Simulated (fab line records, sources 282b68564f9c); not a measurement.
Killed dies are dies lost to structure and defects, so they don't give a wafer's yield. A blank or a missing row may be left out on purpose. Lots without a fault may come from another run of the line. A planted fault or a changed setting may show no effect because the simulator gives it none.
Problem report in the 8D (eight disciplines) form, filled by code | flow rit_cmos | the parts of the form that need people (team, actions taken, sign-off) are left out

1. THE PROBLEM
cd_nm at RIT_GATE_CD_MEAS_16 reads a mean of 164.5 nm on 6 wafers of 2 lots; wafers without a fault read 150.6 nm with a standard deviation of 2. That is +7.0 standard deviations from the usual mean.
The step: target cd 150 nm.
First seen on wafer L717.2, day 3 21:25, on cd_sem-01. The record holds 42 wafers of 14 lots with a number at this step. Rule for "out", or "out of limits": more than 4 standard deviations from the usual mean. The other wafers with a number count as sound.

2. WHAT IT IS AND WHAT IT IS NOT
question                    | is                     | is not
which readings at this step | cd_nm                  | -
which lots                  | L717, L720             | L713, L714, L716, L724, L725, L726, L728, L729, L731, L733, L734, L735
which wafers of those lots  | all that have a number | -
read on which gauges        | cd_sem-01, cd_sem-02   | -
when                        | from day 3 21:25       | up to then (9 sound wafers); but 27 sound wafers of L724, L725, L726, L728, L729, L731, L733, L734, L735 came after

3. SUSPECTS, AND WHAT RULES EACH OUT
Counting: a tool at a process step up to the reading stays a suspect if it ran every lot that is out and no sound lot after the first of them.
- the gauge at RIT_GATE_CD_MEAS_16: ruled out. The wafers that are out were read on 2 gauges (cd_sem-01, cd_sem-02).
- litho_track-04 at RIT_GATE_DEVELOP_15 (develop time 50 s): ruled out as a lasting fault. Sound lots L734 ran on it after its first lot that is out, L717 (day 3 21:00).
Left after counting: nothing in the record.

4. THE CAUSE (what the simulator had put in)
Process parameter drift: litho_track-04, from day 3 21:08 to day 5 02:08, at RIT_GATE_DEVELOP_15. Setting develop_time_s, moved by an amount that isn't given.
Counting ruled it out, wrongly: the rule takes a fault to strike every lot that its tool runs from its start on, and this one did not.

5. THE CHAIN OF EFFECTS, in route order
Each row: a reading whose mean over the struck wafers that have a number lies more than 3 standard deviations from the usual. Only readings for which the record gives a usual standard deviation are gone through. hours: the time from each lot's start at the first step in this table that gives one to its start at this step, as a median over the lots. sigmas: the change in usual standard deviations.
hours | step                | reading | usual    | on struck wafers | change | sigmas
0     | RIT_GATE_CD_MEAS_16 | cd_nm   | 150.6 nm | 164.5            | +13.9  | +7.0

6. WHAT WOULD HAVE CAUGHT IT SOONER
In this record the first reading out of limits at a measuring or inspecting step was taken at day 3 21:25, 0 hours after the fault began at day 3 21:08.
